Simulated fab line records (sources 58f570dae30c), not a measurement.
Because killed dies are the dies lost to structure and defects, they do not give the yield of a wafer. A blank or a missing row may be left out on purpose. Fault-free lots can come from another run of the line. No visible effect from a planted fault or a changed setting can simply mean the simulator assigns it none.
Split-lot experiment || flow berkeley-cmos170 || 5 lots, 23 wafers read, on a route of 331 steps

ON THE SPLIT
At UCB170_V1_PEB_10, the setting peb-temp-c was moved away from the recipe's 130 C on 10 of the 23 wafers read, by -2.5% to +1.0%. For the rest of the wafers, this setting stayed at what the recipe calls for.

FROM THE SPLIT TO THE READING: what the file shows between them, 4 steps
- UCB170_V1_DEVELOP_11: develop time 45 s
- UCB170_V1_CD_MEAS_12: target cd 700 nm
- UCB170_V1_ETCH_14: etches SiO2 in CHF3/CF4/Ar, stops on Al, target depth 1250 nm, time 291 s
- UCB170_V1_STRIP_15: strips in O2

THE READING
cd-nm, in nm, at UCB170_V1_CD_MEAS_90 (target cd 700 nm). A value of 700.5 nm with a standard deviation of 1.1 nm is what fault-free wafers of this fab line usually give.

{"wafer": "L075.2", "tool, chamber at the split": "litho-track-03, 0", "peb-temp-c as run, C": 130, "against the recipe": "recipe", "cd-nm, nm": 698.6, "against lot-mates on the recipe": "-"}
{"wafer": "L075.3", "tool, chamber at the split": "litho-track-03, 0", "peb-temp-c as run, C": 130, "against the recipe": "recipe", "cd-nm, nm": 700.7, "against lot-mates on the recipe": "-"}
{"wafer": "L075.4", "tool, chamber at the split": "litho-track-03, 0", "peb-temp-c as run, C": 127.3, "against the recipe": "-2.1%", "cd-nm, nm": 678.8, "against lot-mates on the recipe": -20.8}
{"wafer": "L075.5", "tool, chamber at the split": "litho-track-03, 0", "peb-temp-c as run, C": 127.3, "against the recipe": "-2.1%", "cd-nm, nm": 678.4, "against lot-mates on the recipe": -21.2}
{"wafer": "L075.6", "tool, chamber at the split": "litho-track-03, 0", "peb-temp-c as run, C": 130, "against the recipe": "recipe", "cd-nm, nm": 699.6, "against lot-mates on the recipe": "-"}
{"wafer": "L081.1", "tool, chamber at the split": "litho-track-03, 0", "peb-temp-c as run, C": 130, "against the recipe": "recipe", "cd-nm, nm": 700.2, "against lot-mates on the recipe": "-"}
{"wafer": "L081.2", "tool, chamber at the split": "litho-track-03, 0", "peb-temp-c as run, C": 126.8, "against the recipe": "-2.5%", "cd-nm, nm": 677.5, "against lot-mates on the recipe": -22.2}
{"wafer": "L081.3", "tool, chamber at the split": "litho-track-03, 0", "peb-temp-c as run, C": 130, "against the recipe": "recipe", "cd-nm, nm": 699.3, "against lot-mates on the recipe": "-"}
{"wafer": "L081.4", "tool, chamber at the split": "litho-track-03, 0", "peb-temp-c as run, C": 126.8, "against the recipe": "-2.5%", "cd-nm, nm": 677.3, "against lot-mates on the recipe": -22.5}
{"wafer": "L081.5", "tool, chamber at the split": "litho-track-03, 0", "peb-temp-c as run, C": 126.8, "against the recipe": "-2.5%", "cd-nm, nm": 675.9, "against lot-mates on the recipe": -23.9}
{"wafer": "L080.2", "tool, chamber at the split": "litho-track-03, 0", "peb-temp-c as run, C": 127.7, "against the recipe": "-1.8%", "cd-nm, nm": 683.5, "against lot-mates on the recipe": -16.9}
{"wafer": "L080.3", "tool, chamber at the split": "litho-track-03, 0", "peb-temp-c as run, C": 127.7, "against the recipe": "-1.8%", "cd-nm, nm": 685.0, "against lot-mates on the recipe": -15.4}
{"wafer": "L080.4", "tool, chamber at the split": "litho-track-03, 0", "peb-temp-c as run, C": 127.7, "against the recipe": "-1.8%", "cd-nm, nm": 684.3, "against lot-mates on the recipe": -16.1}
{"wafer": "L080.5", "tool, chamber at the split": "litho-track-03, 0", "peb-temp-c as run, C": 130, "against the recipe": "recipe", "cd-nm, nm": 700.0, "against lot-mates on the recipe": "-"}
{"wafer": "L080.6", "tool, chamber at the split": "litho-track-03, 0", "peb-temp-c as run, C": 130, "against the recipe": "recipe", "cd-nm, nm": 700.8, "against lot-mates on the recipe": "-"}
{"wafer": "L084.1", "tool, chamber at the split": "litho-track-03, 0", "peb-temp-c as run, C": 130, "against the recipe": "recipe", "cd-nm, nm": 700.9, "against lot-mates on the recipe": "-"}
{"wafer": "L084.4", "tool, chamber at the split": "litho-track-03, 0", "peb-temp-c as run, C": 130, "against the recipe": "recipe", "cd-nm, nm": 699.9, "against lot-mates on the recipe": "-"}
{"wafer": "L084.5", "tool, chamber at the split": "litho-track-03, 0", "peb-temp-c as run, C": 130, "against the recipe": "recipe", "cd-nm, nm": 699.5, "against lot-mates on the recipe": "-"}
{"wafer": "L085.1", "tool, chamber at the split": "litho-track-04, 0", "peb-temp-c as run, C": 131.3, "against the recipe": "+1.0%", "cd-nm, nm": 707.5, "against lot-mates on the recipe": "+8.3"}
{"wafer": "L085.2", "tool, chamber at the split": "litho-track-04, 0", "peb-temp-c as run, C": 131.3, "against the recipe": "+1.0%", "cd-nm, nm": 707.3, "against lot-mates on the recipe": "+8.1"}
{"wafer": "L085.3", "tool, chamber at the split": "litho-track-04, 0", "peb-temp-c as run, C": 130, "against the recipe": "recipe", "cd-nm, nm": 699.4, "against lot-mates on the recipe": "-"}
{"wafer": "L085.4", "tool, chamber at the split": "litho-track-04, 0", "peb-temp-c as run, C": 130, "against the recipe": "recipe", "cd-nm, nm": 699.6, "against lot-mates on the recipe": "-"}
{"wafer": "L085.6", "tool, chamber at the split": "litho-track-04, 0", "peb-temp-c as run, C": 130, "against the recipe": "recipe", "cd-nm, nm": 698.5, "against lot-mates on the recipe": "-"}

THE FIT
A straight line over all 23 wafers: cd-nm changes by +9.18 nm for each +1% of peb-temp-c; r = +1.00; the points scatter about the line by 1.1 nm.
The same after taking each lot's own level away (the mean of its wafers on the recipe; 23 wafers): +9.3 nm for each +1%; r = +1.00; scatter 0.85 nm.
Per that fit: largest peb-temp-c move, reading shift of 23 nm.
Across the lots, their own levels run from 699.17 to 700.40 nm, a range of 1.1 times the standard deviation given above.
Consequently the slope shifts little with the lot-to-lot level, the two slopes agreeing.
Check: with one of the wafers moved furthest among these (-2.5%) left out of the fit, the line predicts -23.3 nm for it against its lot-mates. It came out at -22.2 nm against them.

FURTHER SPLITS ON THESE WAFERS
Note: prior to the reading, these wafers also went through further splits. Each is held against what the fit with the lots' levels taken away leaves over:
{"other split on the same wafers": "UCB170_CONTACT_CVD_01 time-s", "wafers away from the commonest value": 18, "r with cd-nm (lot level and that fit taken away)": -0.32}
{"other split on the same wafers": "UCB170_CONTACT_COAT_04 spin-rpm", "wafers away from the commonest value": 12, "r with cd-nm (lot level and that fit taken away)": "+0.33"}

THE WHOLE CHAIN: every reading that the file lists as answering this split, in the file's order
{"step": "UCB170_V1_CD_MEAS_12", "what it does": "target cd 700 nm", "reading": "cd-nm", "change (the file's fit)": "+9.46 nm for each +1% of the setting", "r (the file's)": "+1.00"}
{"step": "UCB170_V1_ETCH_14", "what it does": "etches SiO2 in CHF3/CF4/Ar, stops on Al, target depth 1250 nm, time 291 s", "reading": "V1.cd-nm (the simulator's own value, which no gauge read)", "change (the file's fit)": "+9.4 nm for each +1% of the setting", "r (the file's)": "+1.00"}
{"step": "UCB170_V1_CD_MEAS_90", "what it does": "target cd 700 nm", "reading": "cd-nm", "change (the file's fit)": "+9.43 nm for each +1% of the setting", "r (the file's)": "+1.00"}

FILE'S OWN FIT
cd-nm changes by +9.43 nm for each +1% of peb-temp-c, r = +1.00.
